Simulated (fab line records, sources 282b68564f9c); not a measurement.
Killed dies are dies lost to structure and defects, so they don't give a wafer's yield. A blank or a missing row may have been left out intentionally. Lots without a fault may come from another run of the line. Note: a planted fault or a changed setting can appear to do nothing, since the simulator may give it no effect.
The tool behind it: which one? :: flow ritCmos :: 6 lots with 18 wafers sampled at 2 steps, on a route of 202 steps

== WHAT EACH GAUGE READ, for each wafer ==
RIT_CONTACT_THK_MEAS_01.
lot: L209
measured: day 4 10:54
on: filmMetro-01
CONTACT_TEOS_THK (nm): 397 394 396

lot: L211
measured: day 4 17:28
on: filmMetro-03
CONTACT_TEOS_THK (nm): 392 388 403

lot: L213
measured: day 4 23:58
on: filmMetro-04
CONTACT_TEOS_THK (nm): 401 400 409

lot: L217
measured: day 5 11:45
on: filmMetro-03
CONTACT_TEOS_THK (nm): 402 399 409

lot: L221
measured: day 6 08:46
on: filmMetro-03
CONTACT_TEOS_THK (nm): 392 404 400

lot: L227
measured: day 7 09:49
on: filmMetro-03
CONTACT_TEOS_THK (nm): 402 636 405

== WHAT TOOL EACH LOT RAN ON (gives the tool, then ch and the chambers of the sampled wafers, and finally the start) ==
lot: L209
RIT_CONTACT_CVD_00: pecvd-03 ch 0,2, day 4 10:50

lot: L211
RIT_CONTACT_CVD_00: pecvd-03 ch 0,1,2, day 4 17:25

lot: L213
RIT_CONTACT_CVD_00: pecvd-01 ch 0,2, day 4 23:55

lot: L217
RIT_CONTACT_CVD_00: pecvd-01 ch 0,1,2, day 5 11:41

lot: L221
RIT_CONTACT_CVD_00: pecvd-03 ch 0,1, day 6 08:41

lot: L227
RIT_CONTACT_CVD_00: pecvd-03 ch 1,2, day 7 09:44
- RIT_CONTACT_CVD_00: deposits SiO2 from TEOS, target thk 400 nm, time 61 s.

== THE ANSWER, worked out from the rows above alone ==
Rule: the lots themselves supply what counts as usual. Put in order of their means at a reading, lots are off if they are a third of the lots or fewer, leave a main group of 4 or more, and stand apart from it by a gap of 3 or more times the standard deviation of the main group's means; of several such gaps the widest counts. The tables above print the reading to a certain number of digits; a main group whose means all agree to those digits is not used. A lot without any number at a reading at which 4 lots or more have one is off too. The other lots that the step has rows for count as sound.
Off: at RIT_CONTACT_THK_MEAS_01 (CONTACT_TEOS_THK), L227. The main group: mean 399 nm, standard deviation 3.8.
A tool fits if, at a process step before that reading, it ran every lot that is off, and no sound lot after the first of them. Gauges at RIT_CONTACT_THK_MEAS_01: tried the same way as those tools. Can't be told from this: 2 tools fit, pecvd-03 at RIT_CONTACT_CVD_00, filmMetro-03 at RIT_CONTACT_THK_MEAS_01.

== WHAT THE SIMULATOR HAD PUT IN ==
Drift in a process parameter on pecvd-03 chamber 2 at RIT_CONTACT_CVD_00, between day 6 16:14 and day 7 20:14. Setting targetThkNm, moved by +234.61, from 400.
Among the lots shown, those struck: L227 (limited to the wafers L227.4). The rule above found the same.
